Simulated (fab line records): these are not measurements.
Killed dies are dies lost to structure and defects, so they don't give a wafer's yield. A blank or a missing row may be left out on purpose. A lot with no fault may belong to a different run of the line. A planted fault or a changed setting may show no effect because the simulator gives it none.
Which tool is to blame? | flow berkeleyCmos170 | 14 lots with 42 wafers sampled at 4 steps, on a route of 331 steps

== WHAT EACH GAUGE READ, for each wafer ==
UCB170_NLDD_CD_MEAS_06 targets a cd of 1200 nm. Usual: cdNm 1199.9 nm, standard deviation 1.6.
lot  | measured     | on       | cdNm (nm)            | flag
L184 | day 6 19:53  | cdSem-01 | 1201.5 1200.7 1201.0 | 
L183 | day 6 20:12  | cdSem-02 | 1201.5 1201.6 1200.0 | 
L186 | day 7 09:36  | cdSem-02 | 1198.7 1200.5 1199.9 | 
L185 | day 7 10:17  | cdSem-02 | 1197.2 1196.9 1197.2 | 
L187 | day 7 19:08  | cdSem-02 | 1198.0 1198.8 1195.9 | 
L189 | day 8 10:58  | cdSem-02 | 1200.7 1200.4 1200.7 | 
L188 | day 8 11:26  | cdSem-02 | 1198.4 1197.8 1197.9 | 
L190 | day 8 16:20  | cdSem-01 | 1199.9 1199.5 1199.9 | 
L192 | day 9 04:16  | cdSem-01 | 1200.7 1198.6 1200.4 | 
L196 | day 9 18:48  | cdSem-02 | 1200.2 1200.1 1199.7 | 
L199 | day 10 08:33 | cdSem-02 | 1199.5 1198.5 1200.5 | 
L201 | day 10 22:20 | cdSem-01 | 1201.5 1200.1 1200.7 | 
L203 | day 11 02:19 | cdSem-01 | 1200.4 1200.6 1200.4 | 
L202 | day 11 07:55 | cdSem-01 | 1201.6 1200.2 1199.8 | 

UCB170_PSD_OVL_MEAS_07. Usual: PSD_OVL 1 nm, standard deviation 4.
lot  | measured     | on         | PSD_OVL (nm) | flag
L184 | day 7 04:01  | overlay-02 | 4 -2 3       | 
L183 | day 7 04:11  | overlay-01 | -1 -5 0      | 
L186 | day 7 18:10  | overlay-02 | 3 -1 -2      | 
L185 | day 7 17:54  | overlay-02 | -6 -3 -7     | 
L187 | day 8 01:41  | overlay-01 | 7 -1 4       | 
L189 | day 8 19:23  | overlay-01 | 2 0 -2       | 
L188 | day 8 19:40  | overlay-01 | 2 5 8        | 
L190 | day 9 01:22  | overlay-01 | 1 14         | 
L192 | day 9 11:22  | overlay-02 | 1 -2         | 
L196 | day 10 02:07 | overlay-02 | 1 0 2        | 
L199 | day 10 15:44 | overlay-02 | 0 1 1        | 
L201 | day 11 04:12 | overlay-01 | -5 3 -2      | 
L203 | day 11 10:01 | overlay-02 | 1 -6 -2      | 
L202 | day 11 15:20 | overlay-02 | 8 -3 -1      | 

== WHICH TOOL RAN EACH LOT (tool, then ch and the chambers of the sampled wafers, then the start) ==
lot  | UCB170_NLDD_STRIP_10                | UCB170_SPACER_ETCHBACK_03
L184 | plasmaAsher-02 ch 0,1, day 6 20:20  | rieDiel-02 ch 0,1,3, day 7 02:41
L183 | plasmaAsher-04 ch 0,1, day 6 20:39  | rieDiel-03 ch 0,1,3, day 7 02:41
L186 | plasmaAsher-02 ch 0,1, day 7 10:04  | rieDiel-04 ch 1,2,3, day 7 16:49
L185 | plasmaAsher-03 ch 0,1, day 7 10:44  | rieDiel-02 ch 0,1, day 7 16:49
L187 | plasmaAsher-04 ch 0,1, day 7 19:34  | rieDiel-03 ch 0,3, day 8 00:35
L189 | plasmaAsher-02 ch 1, day 8 11:25    | rieDiel-03 ch 0,2,3, day 8 17:47
L188 | plasmaAsher-03 ch 1, day 8 11:53    | rieDiel-02 ch 0,1, day 8 17:47
L190 | plasmaAsher-04 ch 0,1, day 8 16:47  | rieDiel-02 ch 0,1,2, day 8 23:54
L192 | plasmaAsher-04 ch 1, day 9 04:41    | rieDiel-02 ch 0,2,3, day 9 10:05
L196 | plasmaAsher-03 ch 0,1, day 9 19:15  | rieDiel-03 ch 0,1,3, day 10 00:10
L199 | plasmaAsher-02 ch 0,1, day 10 09:00 | rieDiel-03 ch 0,2,3, day 10 14:00
L201 | plasmaAsher-04 ch 0,1, day 10 22:47 | rieDiel-03 ch 0,1, day 11 02:55
L203 | plasmaAsher-02 ch 0,1, day 11 02:47 | rieDiel-04 ch 1,2,3, day 11 08:03
L202 | plasmaAsher-03 ch 0,1, day 11 08:20 | rieDiel-03 ch 0,1, day 11 14:03
- UCB170_NLDD_STRIP_10: strips in O2.
- UCB170_SPACER_ETCHBACK_03: etches SiO2 in CHF3/CF4/Ar, stops on Si, target depth 376 nm, time 100 s.

== AS READ BY THE TOOLS THEMSELVES (means over the sampled wafers that have a number; for cases with no such wafer, the mark the record gives instead) ==
UCB170_NLDD_STRIP_10. Usual: drypumpMotorCurrentA 5.8 A, standard deviation 0.43; oesProductAu 0.734 a.u., standard deviation 0.0046; stripTimeToEndpointS 21.62 s, standard deviation 0.062.
lot  | tool           | drypumpMotorCurrentA (A) | oesProductAu (a.u.) | stripTimeToEndpointS (s) | flag
L184 | plasmaAsher-02 | 5.7                      | 0.734               | 21.59                    | 
L183 | plasmaAsher-04 | 5.7                      | 0.730               | 21.63                    | 
L186 | plasmaAsher-02 | 5.6                      | 0.730               | 21.57                    | 
L185 | plasmaAsher-03 | 6.0                      | 0.734               | 21.57                    | 
L187 | plasmaAsher-04 | 6.0                      | 0.737               | 21.58                    | 
L189 | plasmaAsher-02 | 5.5                      | 0.736               | 21.65                    | 
L188 | plasmaAsher-03 | 5.5                      | 0.734               | 21.61                    | 
L190 | plasmaAsher-04 | 5.7                      | 0.735               | 21.57                    | 
L192 | plasmaAsher-04 | 6.4                      | 0.734               | 21.62                    | 
L196 | plasmaAsher-03 | 6.0                      | 0.736               | 21.70                    | 
L199 | plasmaAsher-02 | 5.7                      | 0.738               | 21.59                    | 
L201 | plasmaAsher-04 | 6.1                      | 0.740               | 21.71                    | 
L203 | plasmaAsher-02 | 5.6                      | 0.736               | 21.73                    | 
L202 | plasmaAsher-03 | 5.8                      | 0.736               | 21.64                    | 

UCB170_SPACER_ETCHBACK_03. Usual: drypumpMotorCurrentA 5.6 A, standard deviation 0.5; mfcArSccm 120.1 sccm, standard deviation 0.34; oesProductAu 0.898 a.u., standard deviation 0.018; runLengthS 128.3 s, standard deviation 0.38; throttleValvePct 6.41 %, standard deviation 0.098.
lot  | tool       | drypumpMotorCurrentA (A) | mfcArSccm (sccm) | oesProductAu (a.u.) | runLengthS (s) | throttleValvePct (%) | flag
L184 | rieDiel-02 | 5.3                      | 120.0            | 0.900               | 128.2          | 6.40                 | 
L183 | rieDiel-03 | 5.8                      | 120.0            | 0.886               | 128.6          | 6.36                 | 
L186 | rieDiel-04 | 5.9                      | 120.2            | 0.889               | 128.1          | 6.51                 | 
L185 | rieDiel-02 | 5.0                      | 120.5            | 0.910               | 128.3          | 6.38                 | 
L187 | rieDiel-03 | 6.0                      | 120.2            | 0.903               | 128.4          | 6.38                 | 
L189 | rieDiel-03 | 5.9                      | 119.9            | 0.893               | 128.6          | 6.36                 | 
L188 | rieDiel-02 | 4.9                      | 120.1            | 0.910               | 128.7          | 6.38                 | 
L190 | rieDiel-02 | 5.0                      | 120.3            | 0.921               | 120.0          | 6.36                 | OFF
L192 | rieDiel-02 | 5.4                      | 120.5            | 0.926               | 119.8          | 6.38                 | OFF
L196 | rieDiel-03 | 5.8                      | 120.0            | 0.893               | 128.6          | 6.38                 | 
L199 | rieDiel-03 | 5.9                      | 119.9            | 0.890               | 128.6          | 6.36                 | 
L201 | rieDiel-03 | 5.7                      | 120.1            | 0.908               | 128.6          | 6.44                 | 
L203 | rieDiel-04 | 5.9                      | 120.0            | 0.897               | 128.2          | 6.51                 | 
L202 | rieDiel-03 | 5.5                      | 120.3            | 0.915               | 128.4          | 6.43                 | 

== THE ANSWER, worked out from the rows above alone ==
Rule: lot off if the mean of its wafers having a number is beyond 3 standard deviations from the usual mean. Also off: a lot with no number at a reading for which 4 or more lots have one. Any other lot the step has rows for is counted as sound. After the gauges, taken in route order, come the tools' own readings; for these a lot's mean is taken, as printed above. At the first step where some lot is off, the reading lying furthest off is the one used; lots without a number count as furthest.
Off: L190, L192 (UCB170_SPACER_ETCHBACK_03, runLengthS).
If a tool, at that step or one of the process steps before it, ran each lot that is off and ran no sound lot following the first of them, it fits. One fits: rieDiel-02 at UCB170_SPACER_ETCHBACK_03. A fault onset in the window from L188 (day 8 17:47, its last sound lot) to L190 (day 8 23:54, its first lot off) fits.
On the lots that are off, the tool's own readings at UCB170_SPACER_ETCHBACK_03 differ by more than 5 times the standard deviation of the sound lots' means, which bears it out; runLengthS reads 119.9 s there versus 128.4 s on the sound lots.

== WHAT THE SIMULATOR PUT IN ==
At UCB170_SPACER_ETCHBACK_03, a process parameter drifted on rieDiel-02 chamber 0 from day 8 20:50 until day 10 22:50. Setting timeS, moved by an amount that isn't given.
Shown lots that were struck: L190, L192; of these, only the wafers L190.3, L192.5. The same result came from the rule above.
